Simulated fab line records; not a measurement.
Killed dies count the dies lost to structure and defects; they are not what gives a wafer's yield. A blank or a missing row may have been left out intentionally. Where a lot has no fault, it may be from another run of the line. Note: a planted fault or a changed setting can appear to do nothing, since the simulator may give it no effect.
The tool behind it: which one? ; flow rit cmos ; 39 wafers from 13 lots sampled at 3 of the route's 202 steps

WHAT THE GAUGES READ, wafer by wafer
RIT_ACTIVE_CD_MEAS_11: target cd 1400 nm. Usual: 1399.4 nm for cd nm, sd 2.1.
lot;measured;on;cd nm (nm);flag
L612;day 1 15:58;cd sem-01;1403.3 1403.8 1401.0;
L613;day 1 19:34;cd sem-02;1400.7 1402.1 1399.8;
L614;day 2 01:38;cd sem-01;1400.8 1402.5 1401.3;
L616;day 2 12:48;cd sem-02;1399.5 1396.0 1397.1;
L617;day 2 17:09;cd sem-02;1398.7 1399.2 1400.4;
L618;day 2 21:09;cd sem-01;1403.3 1403.9 1403.7;
L622;day 3 17:35;cd sem-02;1403.8 1402.8 1404.3;
L624;day 4 04:05;cd sem-01;1399.5 1399.1 1399.6;
L627;day 4 19:10;cd sem-01;1402.2 1401.1 1400.0;
L631;day 5 14:49;cd sem-02;1397.2 1397.5 1396.4;
L632;day 5 18:52;cd sem-02;1398.9 1398.8 1401.1;
L633;day 6 00:16;cd sem-02;1398.3 1399.7 1400.1;
L635;day 6 10:28;cd sem-01;1399.0 1401.2 1399.8;

RIT_GATE_THK_MEAS_09. Usual: GATE_POLY_THK gives 252.6 nm (standard deviation 2.5).
lot;measured;on;GATE_POLY_THK (nm);flag
L612;day 2 16:07;film metro-01;248.2 248.1 249.8;
L613;day 2 19:02;film metro-04;250.3 249.5 248.5;
L614;day 3 06:27;film metro-01;256.5 252.1 253.7;
L616;day 3 17:05;film metro-01;251.1 252.4 249.9;
L617;day 3 21:17;film metro-04;250.9 252.8 249.4;
L618;day 4 05:14;film metro-04;256.2 254.6 255.3;
L622;day 4 20:29;film metro-02;254.4 254.9 255.0;
L624;day 5 04:22;film metro-01;251.6 252.5 251.1;
L627;day 5 19:14;film metro-02;25.3 23.1 21.6;OFF
L631;day 6 12:58;film metro-04;253.9 256.4 255.6;
L632;day 6 19:17;film metro-04;253.8 253.7 253.3;
L633;day 7 00:47;film metro-04;256.1 254.7 257.0;
L635;day 7 07:28;film metro-01;250.4 247.0 249.0;

WHICH TOOL RAN EACH LOT (tool, then ch and the chambers of the sampled wafers, then the start)
lot;RIT_GATE_CVD_08
L612;lpcvd-01 ch 1, day 2 14:30
L613;lpcvd-01 ch 0, day 2 17:25
L614;lpcvd-02 ch 1, day 3 04:50
L616;lpcvd-01 ch 1, day 3 15:28
L617;lpcvd-01 ch 0, day 3 19:40
L618;lpcvd-02 ch 0, day 4 03:38
L622;lpcvd-02 ch 1, day 4 18:50
L624;lpcvd-02 ch 0, day 5 02:45
L627;lpcvd-01 ch 1, day 5 17:36
L631;lpcvd-02 ch 0, day 6 11:20
L632;lpcvd-02 ch 1, day 6 17:40
L633;lpcvd-02 ch 0, day 6 23:10
L635;lpcvd-02 ch 0, day 7 05:50
- RIT_GATE_CVD_08: deposits poly-Si from SiH4, target thk 250 nm, time 2220 s.

AS READ BY THE TOOLS THEMSELVES (means over the sampled wafers that have a number; for cases with no such wafer, the mark the record gives instead)
RIT_GATE_CVD_08. Usual: spike tc centre C 612.6 C, standard deviation 1.1; spike tc load C 632.5 C, standard deviation 2.2; spike tc source C 628.4 C, standard deviation 2; susceptor temp C 610.0 C, standard deviation 0.32; zone power centre pct 26.7 %, standard deviation 0.58; zone power source pct 10.3 %, standard deviation 0.78.
lot;tool;spike tc centre C (C);spike tc load C (C);spike tc source C (C);susceptor temp C (C);zone power centre pct (%);zone power source pct (%);flag
L612;lpcvd-01;610.3;630.5;631.1;610.0;26.0;9.2;
L613;lpcvd-01;613.0;630.4;628.0;609.8;26.2;10.0;
L614;lpcvd-02;612.4;636.6;629.3;610.4;27.1;10.0;
L616;lpcvd-01;610.1;630.8;631.2;610.1;25.9;9.1;
L617;lpcvd-01;613.7;631.6;629.4;609.8;26.2;10.1;
L618;lpcvd-02;612.5;633.3;628.6;610.1;27.0;11.4;
L622;lpcvd-02;612.7;635.6;628.1;610.0;26.9;10.0;
L624;lpcvd-02;612.2;632.2;625.0;610.1;27.1;11.2;
L627;lpcvd-01;521.6;537.9;540.2;520.0;21.7;6.8;OFF
L631;lpcvd-02;612.7;633.2;626.3;610.1;27.3;11.4;
L632;lpcvd-02;613.2;636.7;629.0;610.1;27.1;10.0;
L633;lpcvd-02;612.2;633.1;625.8;609.4;27.2;11.3;
L635;lpcvd-02;612.1;632.4;625.9;610.6;27.5;11.3;

THE ANSWER, worked out from the rows above alone
Rule: a lot is off if the mean of its wafers that have a number lies more than 3 standard deviations from the usual mean. A lot without any number at a reading at which 4 lots or more have one is off too. Any other lot the step has rows for is counted as sound. After the gauges, taken in route order, come the tools' own readings; for these a lot's mean is taken, as printed above. At the first step where some lot is off, the reading lying furthest off is the one used; lots without a number count as furthest.
Off: at RIT_GATE_THK_MEAS_09 (GATE_POLY_THK), L627.
If a tool, at a process step before that reading, ran all the lots that are off and no sound lot after the first of them, it fits. The gauges at RIT_GATE_THK_MEAS_09 aren't tried: what is off there is off at RIT_GATE_CVD_08 too, on other tools, and a gauge's error can't cause that. One fits: RIT_GATE_CVD_08 on lpcvd-01. Its last sound lot is L617 (day 3 19:40), its first lot that is off L627 (day 5 17:36): a fault that began between those two fits.
The tool's own readings at RIT_GATE_CVD_08 bear it out: on the lots that are off they differ by more than 5 times the standard deviation of the sound lots' means. spike tc centre C reads 521.6 C there against 612.3 C on the sound lots; spike tc load C reads 537.9 C there against 633.0 C on the sound lots; spike tc source C reads 540.2 C there against 628.1 C on the sound lots; susceptor temp C reads 520.0 C there against 610.0 C on the sound lots; zone power centre pct reads 21.7 % there against 26.8 % on the sound lots.

WHAT HAD BEEN PUT IN BY THE SIMULATOR
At RIT_GATE_CVD_08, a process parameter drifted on lpcvd-01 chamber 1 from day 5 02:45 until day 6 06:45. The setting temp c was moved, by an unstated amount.
Lots struck among those shown: L627. The rule given above showed the same thing.
